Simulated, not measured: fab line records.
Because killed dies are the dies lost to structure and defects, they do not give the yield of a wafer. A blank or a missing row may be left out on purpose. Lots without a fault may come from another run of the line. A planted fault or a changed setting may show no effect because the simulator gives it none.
Comparing a struck lot with a sound one | flow berkeley-cmos170 | 14 steps out of a route of 331
Sound: wafers L860.1, L860.3, L860.6. Wafers L863.1, L863.2, L863.3 were the ones struck. Last of all comes the cause.
For every step that has rows: the tool of each side, followed by ch and its chambers, followed by its first start. Under that, the readings that differ: sound wafers | struck wafers | difference of the means | sigmas: that difference in standard deviations of wafers without a fault.
alike: words and numbers the same on both sides, and readings whose means are apart by under 2 such deviations; not compared: readings that were withheld, readings missing a value for some wafer, numbers with overlapping values and no deviation given by the record, and bounds like >300 which may hide the same value.
Wherever a step has rows on one side only, a row that says differs or no value, or a row with sigmas, the two part there. When numbers do not overlap yet have no deviation, they are printed without sigmas and do not part them. A reading missing from all wafers of one side parts the sides only when that side holds two or more wafers.

first, 3 steps without rows for these wafers: UCB170_PWELL_CLEAN_00 (cleans in SPM, time 600 s); UCB170_PWELL_CLEAN_01 (cleans in dHF, time 60 s); UCB170_PWELL_OXIDATION_02 (target thk 26.4 nm, ox time 1260 s).
UCB170_PWELL_THK_MEAS_03:
  sound: film-metro-02 at day 2 15:01; struck: film-metro-02 at day 3 09:02
  alike: PWELL_OXIDE_THK
then, 2 steps without rows for these wafers: UCB170_PWELL_ANNEAL_04 (time 900 s); UCB170_PWELL_CVD_05 (deposits Si3N4 from SiH2Cl2/NH3, target thk 220 nm, time 3300 s).
UCB170_PWELL_THK_MEAS_06:
  sound: film-metro-04 at day 2 21:26; struck: film-metro-04 at day 3 14:20
  alike: PWELL_NITRIDE_THK
then, 5 steps without rows for these wafers: UCB170_PWELL_HMDS_07 (prime time 60 s); UCB170_PWELL_COAT_08 (resist thk 900 nm); UCB170_PWELL_SOFTBAKE_09 (time 60 s); UCB170_PWELL_EXPOSE_10 (exposes mask PWELL, target cd 3000 nm); UCB170_PWELL_PEB_11.
UCB170_PWELL_DEVELOP_12: develop time 45 s.
  struck on litho-track-01, day 3 16:00; sound on litho-track-03 ch 0, day 2 22:00
  no value came back on the struck wafers for chill-plate-temp-C (C), develop-time-s (s); on the sound wafers chill-plate-temp-C (C) reads 22.98 22.96 22.92
  reading                                | sound             | struck          | difference | sigmas
  model.KrF_of_PWELL_COAT_08.thk-nm (nm) | 888.3 890.1 891.5 | 902.8 903 902.4 | +12.8      |
UCB170_PWELL_OVL_MEAS_13:
  sound: overlay-01 at day 2 22:58; struck: overlay-02 at day 3 16:26
  reading        | sound | struck | difference                    | sigmas
  PWELL_OVL (nm) | 3 5 6 | - - -  | no value on the struck wafers |

== WHERE THEY PART ==
First at UCB170_PWELL_DEVELOP_12; last, within this record, at UCB170_PWELL_OVL_MEAS_13.

WHY: whatever the simulator had introduced
Whole step skipped at UCB170_PWELL_DEVELOP_12 on litho-track-01, starting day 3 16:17. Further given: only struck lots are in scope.
